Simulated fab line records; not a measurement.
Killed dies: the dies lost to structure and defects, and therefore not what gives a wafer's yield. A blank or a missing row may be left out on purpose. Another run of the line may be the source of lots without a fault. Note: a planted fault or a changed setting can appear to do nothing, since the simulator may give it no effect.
fab line records ; flow berkeley_cmos170
record lots=7; wafers=21; last_day=11
route steps=331 shown SPACER@171 PSD@175 M3@331
lots with no fault: from the same line, run without faults
start_h: hours from the record's first day to the start of the lot's first wafer shown ; wait_h: hours elapsed since this lot's preceding step ; " repeats the value in the row above ; L1.1+2: several wafers, shown together as one row ; - no value, or no start given ; * or withheld: withheld ; < > ~ a bound
route shown NAME@n: a module of which the file shows steps, and the number in the route of the first ; usual: average and standard deviation across the fault-free wafers ; same: alike in all rows ; chamber/n: place in a boat ; sites: each site's reading ; _std_site: standard deviation across them ; _edge_site: outer sites' mean less inner sites' ; radius_mm: for every site, how far away it sits from the centre of the wafer ; mask NAME#n: copy n ; behind: the tool/chamber that last shaped the wafer ; hold: the reason the lot was held/the length of the hold in hours/how it ended ; device: which transistor (n, p or np) failed to switch ; end of line: tests of these same wafers at the route's end ; where a step has no rows: the recipe by itself ; killed: at the first sort, the dies lost to defects and structure; wafer yield is something else ; map: the dies of a wafer, with x for killed, . for not killed, _ for no die there
set.NAME: the setting the step ran with; set.NAME@STEP: the setting that earlier step ran with ; model.NAME: the simulator's own value behind a step, which no gauge read
lots at some steps of the route; a table a step, a row a wafer
services: the hour from which a tool's chamber was out of use, counted from the record's first day as start_h (under 0 if before that day), plus the number of hours and why
## steps
# step UCB170_SPACER_CVD_00
# recipe material=SiO2; target_thk_nm=376; temp_c=390; precursor=TEOS/O2; time_s=47; rf_w=550; pressure_mtorr=9000
# usual heater_power_w=251/52; pressure_mtorr=8998/17
lot.wafer;tool;chamber;start_h;wait_h;heater_power_w;pressure_mtorr
L307.2;pecvd-04;1;160.54;0.0;274;9003
L307.3;pecvd-04;0;160.54;0.0;260;8998
L307.6;pecvd-04;2;160.54;0.0;354;9004
L310.1;pecvd-03;2;189.98;0.0;269;9008
L310.2;pecvd-03;0;189.98;0.0;186;9000
L310.3;pecvd-03;1;189.98;0.0;212;9007
L314.2;pecvd-01;2;205.20;0.0;336;8992
L314.3;pecvd-01;1;205.20;0.0;279;9014
L314.6;pecvd-01;1;205.20;0.0;294;9009
L317.2;pecvd-03;1;216.88;0.0;207;8986
L317.3;pecvd-03;2;216.88;0.0;203;9011
L317.4;pecvd-03;1;216.88;0.0;218;9008
L315.1;pecvd-04;0;217.78;0.0;241;8963
L315.4;pecvd-04;0;217.78;0.0;242;8942
L315.5;pecvd-04;0;217.78;0.0;250;8973
L318.2;pecvd-03;2;217.78;0.0;220;9035
L318.5;pecvd-03;0;217.78;0.0;157;8996
L318.6;pecvd-03;1;217.78;0.0;182;9031
L322.2;pecvd-01;0;238.88;0.0;185;9004
L322.3;pecvd-01;1;238.88;0.0;268;9007
L322.4;pecvd-01;2;238.88;0.0;343;8992
# step UCB170_SPACER_THK_MEAS_01
# recipe reads=SiO2_of_SPACER_CVD_00
# usual SPACER_TEOS_THK=378/6.3
lot.wafer;tool;chamber;start_h;wait_h;SPACER_TEOS_THK[nm]
L307.2;film_metro-04;-;160.59;0.0;368
L307.3;film_metro-04;-;160.59;0.0;371
L307.6;film_metro-04;-;160.59;0.0;385
L310.1;film_metro-03;-;190.02;0.0;375
L310.2;film_metro-03;-;190.02;0.0;386
L310.3;film_metro-03;-;190.02;0.0;377
L314.2;film_metro-03;-;205.25;0.0;368
L314.3;film_metro-03;-;205.25;0.0;366
L314.6;film_metro-03;-;205.25;0.0;381
L317.2;film_metro-04;-;217.04;0.1;377
L317.3;film_metro-04;-;217.04;0.1;375
L317.4;film_metro-04;-;217.04;0.1;385
L318.2;film_metro-04;-;217.83;0.0;374
L318.5;film_metro-04;-;217.83;0.0;391
L318.6;film_metro-04;-;217.83;0.0;391
L315.1;film_metro-03;-;217.84;0.0;372
L315.4;film_metro-03;-;217.84;0.0;378
L315.5;film_metro-03;-;217.84;0.0;375
L322.2;film_metro-01;-;238.93;0.0;379
L322.3;film_metro-01;-;238.93;0.0;371
L322.4;film_metro-01;-;238.93;0.0;373
# step UCB170_SPACER_ANNEAL_02
# recipe temp_c=900; time_s=1800; ambient=N2
# step UCB170_SPACER_ETCHBACK_03
# recipe stop_on=Si; target=SiO2; chemistry=CHF3/CF4/Ar; CHF3_flow_sccm=50; cf4_flow_sccm=10; Ar_flow_sccm=120; pressure_mtorr=200; rf_w=500; target_depth_a=3760; time_s=100
# usual chamber_pressure_mTorr=200.00/0.17; drypump_motor_current_A=5.8/0.31; oes_product_au=0.897/0.014; throttle_valve_pct=6.46/0.12
lot.wafer;tool;chamber;start_h;wait_h;chamber_pressure_mTorr;drypump_motor_current_A;oes_product_au;rf_hours_counter_h;throttle_valve_pct
L307.2;rie_diel-02;0;165.01;0.0;200.20;5.3;0.885;84;6.59
L307.3;rie_diel-02;3;165.01;0.0;199.83;6.1;0.898;4;6.33
L307.6;rie_diel-02;0;165.01;0.0;200.01;5.3;0.909;-;6.62
L310.1;rie_diel-01;0;195.33;0.0;200.22;5.3;0.883;2;6.36
L310.2;rie_diel-01;1;195.33;0.0;199.80;6.0;0.906;110;6.33
L310.3;rie_diel-01;3;195.33;0.0;199.90;5.5;0.893;133;6.54
L314.2;rie_diel-01;2;209.91;0.1;199.78;6.0;0.888;80;6.42
L314.3;rie_diel-01;0;209.91;0.1;199.75;5.3;0.877;3;6.36
L314.6;rie_diel-01;0;209.91;0.1;200.38;5.3;0.900;-;6.36
L317.2;rie_diel-03;1;221.64;0.0;200.37;5.7;0.919;131;6.61
L317.3;rie_diel-03;2;221.64;0.0;200.05;6.2;0.891;99;6.34
L317.4;rie_diel-03;0;221.64;0.0;200.19;5.7;0.895;68;6.59
L318.2;rie_diel-01;3;221.64;0.0;200.14;5.5;0.883;134;6.55
L318.5;rie_diel-01;3;221.64;0.0;199.88;5.6;0.906;-;6.53
L318.6;rie_diel-01;0;221.64;0.0;199.85;5.4;0.924;-;6.37
L315.1;rie_diel-03;1;221.71;0.1;200.10;5.7;0.918;131;6.61
L315.4;rie_diel-03;3;221.71;0.1;200.20;5.8;0.881;103;6.31
L315.5;rie_diel-03;1;221.71;0.1;199.98;5.7;0.920;-;6.60
L322.2;rie_diel-02;2;244.58;0.0;200.14;5.9;0.885;125;6.62
L322.3;rie_diel-02;1;244.58;0.0;200.06;6.1;0.897;131;6.60
L322.4;rie_diel-02;0;244.58;0.0;200.05;5.2;0.895;86;6.59
# step UCB170_PSD_HMDS_00
# recipe prime_time_s=60; prime_temp_c=100
# step UCB170_PSD_COAT_01
# recipe resist=KrF; spin_rpm=1500; resist_thk_nm=900
# step UCB170_PSD_SOFTBAKE_02
# recipe resist=KrF; temp_c=130; time_s=60
# step UCB170_PSD_EXPOSE_03
# recipe mask_id=PSELECT_MOD; na=0.5; sigma_outer=0.6; source_shape=conventional; target_cd_nm=1200; dose_mj=30
# step UCB170_PSD_PEB_04
# recipe peb_temp_c=130; peb_time_s=withheld; resist=KrF
# step UCB170_PSD_DEVELOP_05
# recipe developer=TMAH; develop_time_s=45; resist=KrF; dev_temp_c=21
# step UCB170_PSD_CD_MEAS_06
# recipe target_cd_nm=1200
# usual cd_nm=1200.2/1.5
lot.wafer;tool;chamber;start_h;wait_h;cd_nm
L307.2;cd_sem-02;-;166.54;-;1199.2
L307.3;cd_sem-02;-;166.54;-;1198.4
L307.6;cd_sem-02;-;166.54;-;1198.5
L310.1;cd_sem-02;-;196.95;-;1199.5
L310.2;cd_sem-02;-;196.95;-;1200.2
L310.3;cd_sem-02;-;196.95;-;1199.9
L314.2;cd_sem-02;-;212.07;-;1200.9
L314.3;cd_sem-02;-;212.07;-;1201.1
L314.6;cd_sem-02;-;212.07;-;1199.6
L318.2;cd_sem-01;-;223.32;-;1201.0
L318.5;cd_sem-01;-;223.32;-;1200.2
L318.6;cd_sem-01;-;223.32;-;1199.8
L317.2;cd_sem-01;-;223.44;-;1202.7
L317.3;cd_sem-01;-;223.44;-;1202.3
L317.4;cd_sem-01;-;223.44;-;1202.5
L315.1;cd_sem-01;-;223.57;-;1198.8
L315.4;cd_sem-01;-;223.57;-;1199.5
L315.5;cd_sem-01;-;223.57;-;1199.3
L322.2;cd_sem-02;-;245.64;-;1199.6
L322.3;cd_sem-02;-;245.64;-;1200.6
L322.4;cd_sem-02;-;245.64;-;1202.0
# step UCB170_PSD_OVL_MEAS_07
# usual PSD_OVL=1/6.1
lot.wafer;tool;chamber;start_h;wait_h;PSD_OVL[nm]
L307.2;overlay-01;-;166.65;0.1;20
L307.3;overlay-01;-;166.65;0.1;13
L307.6;overlay-01;-;166.65;0.1;17
L310.1;overlay-01;-;197.07;0.1;6
L310.2;overlay-01;-;197.07;0.1;-3
L310.3;overlay-01;-;197.07;0.1;-6
L314.2;overlay-01;-;212.17;0.1;3
L314.3;overlay-01;-;212.17;0.1;10
L314.6;overlay-01;-;212.17;0.1;-1
L318.2;overlay-01;-;223.42;0.1;0
L318.5;overlay-01;-;223.42;0.1;-1
L318.6;overlay-01;-;223.42;0.1;-4
L317.2;overlay-01;-;223.54;0.1;-3
L317.3;overlay-01;-;223.54;0.1;1
L317.4;overlay-01;-;223.54;0.1;4
L315.1;overlay-02;-;223.69;0.1;1
L315.4;overlay-02;-;223.69;0.1;-4
L315.5;overlay-02;-;223.69;0.1;-5
L322.2;overlay-02;-;245.75;0.1;-3
L322.3;overlay-02;-;245.75;0.1;-1
L322.4;overlay-02;-;245.75;0.1;-3
# step UCB170_PSD_IMPLANT_08
# recipe species=B; dose_cm2=2.95e+15; energy_kev=20; tilt_deg=7
# usual beam_energy_keV=20.001/0.0069
lot.wafer;tool;chamber;start_h;wait_h;beam_energy_keV;model.implant.drp_nm
L307.2;implanter-02;0;166.70;0.0;20.007;28.34
L307.3;implanter-02;0;166.70;0.0;20.003;28.34
L307.6;implanter-02;0;166.70;0.0;19.999;28.34
L310.1;implanter-03;0;197.11;0.0;19.997;28.34
L310.2;implanter-03;0;197.11;0.0;19.998;28.34
L310.3;implanter-03;0;197.11;0.0;19.993;28.34
L314.2;implanter-03;0;212.23;0.0;20.234;28.57
L314.3;implanter-03;0;212.23;0.0;20.229;28.57
L314.6;implanter-03;0;212.23;0.0;20.231;28.57
L318.2;implanter-03;0;223.48;0.0;20.228;28.57
L318.5;implanter-03;0;223.48;0.0;20.227;28.57
L318.6;implanter-03;0;223.48;0.0;20.223;28.57
L317.2;implanter-02;0;223.60;0.0;19.992;28.34
L317.3;implanter-02;0;223.60;0.0;20.003;28.34
L317.4;implanter-02;0;223.60;0.0;19.995;28.34
L315.1;implanter-03;0;223.73;0.0;20.212;28.57
L315.4;implanter-03;0;223.73;0.0;20.214;28.57
L315.5;implanter-03;0;223.73;0.0;20.213;28.57
L322.2;implanter-01;0;245.80;0.0;20.003;28.34
L322.3;implanter-01;0;245.80;0.0;20.002;28.34
L322.4;implanter-01;0;245.80;0.0;19.995;28.34
# step UCB170_PSD_STRIP_09
# recipe chemistry=O2; power_w=400; pressure_mtorr=3500; platen_temp_c=withheld; o2_flow_sccm=400; overash_fraction=0.5
# usual chamber_pressure_mTorr=3499.9/2.9; drypump_motor_current_A=5.81/0.17; oes_product_au=0.603/0.0046; strip_time_to_endpoint_s=29.25/0.079
lot.wafer;tool;chamber;start_h;wait_h;chamber_pressure_mTorr;drypump_motor_current_A;oes_product_au;rf_hours_counter_h;strip_time_to_endpoint_s
L307.2;plasma_asher-03;0;166.83;0.1;3499.8;6.05;0.603;41;29.29
L307.3;plasma_asher-03;0;166.83;0.1;3502.0;6.09;0.609;-;29.22
L307.6;plasma_asher-03;1;166.83;0.1;3497.6;5.68;0.605;-;29.23
L310.1;plasma_asher-03;0;197.26;0.1;3498.7;6.07;0.603;45;29.30
L310.2;plasma_asher-03;1;197.26;0.1;3503.9;5.71;0.599;45;29.33
L310.3;plasma_asher-03;1;197.26;0.1;3498.9;5.70;0.594;-;29.31
L314.2;plasma_asher-01;1;212.35;0.1;3498.8;5.91;0.601;51;29.46
L314.3;plasma_asher-01;1;212.35;0.1;3502.7;5.89;0.596;-;29.43
L314.6;plasma_asher-01;0;212.35;0.1;3500.6;5.57;0.600;-;29.32
L318.2;plasma_asher-03;1;223.60;0.1;3500.3;5.68;0.603;48;29.34
L318.5;plasma_asher-03;1;223.60;0.1;3496.5;5.67;0.599;-;29.43
L318.6;plasma_asher-03;0;223.60;0.1;3498.9;6.07;0.602;-;29.31
L317.2;plasma_asher-02;0;223.72;0.1;3501.6;5.78;0.602;13;29.10
L317.3;plasma_asher-02;0;223.72;0.1;3494.9;5.79;0.601;-;29.05
L317.4;plasma_asher-02;1;223.72;0.1;3498.2;5.90;0.614;-;29.15
L315.1;plasma_asher-03;1;223.88;0.1;3498.4;5.68;0.606;48;29.23
L315.4;plasma_asher-03;0;223.88;0.1;3501.4;6.05;0.606;-;29.21
L315.5;plasma_asher-03;1;223.88;0.1;3499.4;5.69;0.605;-;29.24
L322.2;plasma_asher-02;0;245.93;0.1;3498.4;5.77;0.608;15;29.13
L322.3;plasma_asher-02;0;245.93;0.1;3504.2;5.80;0.601;-;29.14
L322.4;plasma_asher-02;1;245.93;0.1;3499.2;5.89;0.599;-;29.13
# step UCB170_M3_PROBE_99
lot.wafer;tool;chamber;start_h;wait_h;model.etest.npoly_line.width_nm;model.etest.ppoly_line.width_nm
L307.2;prober-01;-;199.46;0.1;321.8;322.3
L307.3;prober-01;-;199.51;0.2;321;323.4
L307.6;prober-01;-;199.66;0.2;321.6;321.9
L310.1;prober-01;-;222.57;0.1;321.5;321.6
L310.2;prober-01;-;222.62;0.1;323.1;319.8
L310.3;prober-01;-;222.67;0.2;322.8;325.3
L314.2;prober-02;-;241.28;0.1;321.9;321
L314.3;prober-02;-;241.33;0.2;320.7;322.8
L314.6;prober-02;-;241.48;0.2;319.4;318.8
L318.2;prober-01;-;252.33;0.1;320.1;320.4
L318.5;prober-01;-;252.48;0.2;318.7;316
L318.6;prober-01;-;252.53;0.2;318.7;316.2
L315.1;prober-02;-;252.56;0.1;317.5;318.1
L315.4;prober-02;-;252.71;0.2;320.1;317.4
L315.5;prober-02;-;252.76;0.2;318.7;319
L317.2;prober-01;-;252.75;0.1;325.9;325.3
L317.3;prober-01;-;252.80;0.2;324.4;323.4
L317.4;prober-01;-;252.85;0.2;323.3;324.2
L322.2;prober-02;-;271.98;0.1;322;321.7
L322.3;prober-02;-;272.03;0.2;321.8;321.5
L322.4;prober-02;-;272.08;0.2;323.7;322.3
# killed by level:class
L307.2 CONTACT:geometric_particle:short=1
L307.3 GATE:geometric_particle:open=2 ACTIVE:geometric_particle:open=1 M3:geometric_particle:short=1
L307.6 SCREENOX:geometric_particle:open=1 SILICIDE:geometric_particle:short=1 SILICIDE:geometric_particle:open=1 M2:geometric_particle:short=1 V2:geometric_particle:open=1
L310.1 SPACER:geometric_particle:open=1 V2:geometric_particle:open=1
L310.2 START:geometric_particle:short=1
L310.3 SPACER:geometric_particle:open=1 CONTACT:geometric_particle:open=1 SPACER:area_etchback=1
L314.2 M2:geometric_particle:short=1 V2:geometric_particle:open=1
L314.3 GATE:geometric_particle:short=2 SILICIDE:geometric_particle:open=1 M1:geometric_particle:open=1
L314.6 SPACER:geometric_particle:open=1
L315.1 ACTIVE:geometric_particle:short=1 SPACER:geometric_particle:short=1 SPACER:geometric_particle:open=1 M1:geometric_particle:short=1
L315.4 M1:geometric_particle:short=1 V1:geometric_particle:open=1 V1:geometric_particle:short=1
L317.2 ACTIVE:area_etch=5 GATE:geometric_particle:open=1 SPACER:geometric_particle:open=1
L315.5
L317.3 SILICIDE:geometric_particle:open=2 FIELD:geometric_particle:open=1 FIELD:geometric_particle:short=1 GATE:geometric_particle:open=1 GATE:geometric_particle:short=1 M2:geometric_particle:short=1 V2:geometric_particle:open=1
L317.4 SPACER:geometric_particle:short=1 SILICIDE:geometric_particle:open=1 CONTACT:geometric_particle:open=1 M2:geometric_particle:short=1
L322.2 SCREENOX:geometric_particle:open=1 SILICIDE:geometric_particle:open=1 V1:geometric_particle:open=1
L322.3 GATE:geometric_particle:short=1 SPACER:geometric_particle:open=1 SPACER:geometric_particle:short=1 SILICIDE:geometric_particle:short=1 M1:geometric_particle:short=1
L322.4 SACOX:geometric_particle:short=1 SPACER:geometric_particle:short=1
## services
tool;chamber;start_h;hours;kind
rie_diel-01;0;140.99;-;clean
rie_diel-01;0;140.99;19.0;scheduled_down
rie_diel-01;0;140.99;19.0;vent_cycle
pecvd-01;0;149.50;-;clean
pecvd-01;1;149.50;-;clean
pecvd-01;2;149.50;-;clean
rie_diel-02;2;161.81;22.3;repair
plasma_asher-01;-;163.75;0.8;repair
implanter-01;-;165.80;0.8;repair
pecvd-03;0;165.81;7.0;repair
rie_diel-01;3;165.84;4.1;repair
pecvd-04;0;167.36;8.4;repair
rie_diel-03;3;169.00;4.3;repair
plasma_asher-01;-;169.57;2.2;repair
pecvd-04;-;192.32;1.7;repair
rie_diel-03;0;195.64;1.5;repair
pecvd-04;2;206.27;31.5;repair
rie_diel-02;-;211.92;28.1;pm
implanter-01;-;212.26;3.3;repair
rie_diel-01;0;222.67;13.2;repair
implanter-03;-;225.70;3.2;repair
implanter-02;-;232.77;9.9;repair
rie_diel-03;1;240.11;23.5;repair
## key
first_sign step=UCB170_PSD_IMPLANT_08; reading=beam_energy_keV; direction=up; sigmas=32; usual=20.001; struck=20.223
effect none on later readings
model_effect step=UCB170_PSD_IMPLANT_08; value=implant.drp_nm; without=28.34; struck=28.57
model_effect step=UCB170_M3_PROBE_99; value=etest.npoly_line.width_nm; without=322.2; struck=319.5
met_at UCB170_PSD_IMPLANT_08
struck_wafers L314.2,L314.3,L314.6,L315.1,L315.4,L315.5,L318.2,L318.5,L318.6
sort_left_out L318.2,L318.5,L318.6
tester_left_out L314,L315,L318
onset_between 197.11 212.23
fault kind=process_parameter_drift; tool=implanter-03; chamber=-; onset_h=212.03; steps=UCB170_PSD_IMPLANT_08; channel=energy_kev; offset=0.22637; shape=step; end_h=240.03; acts_in=these_recipes_only; stated=20
# tester_left_out: of these lots the tester's yield and bins aren't shown, on N5 and GAA mostly nor the transistor test; their killed dies are dies lost to structure and defects alone, not to doping, threshold or leakage, so they don't give the yield
# sort_left_out: the simulated sort isn't trusted on such a fault, so these wafers' sort isn't shown, and their yield isn't known
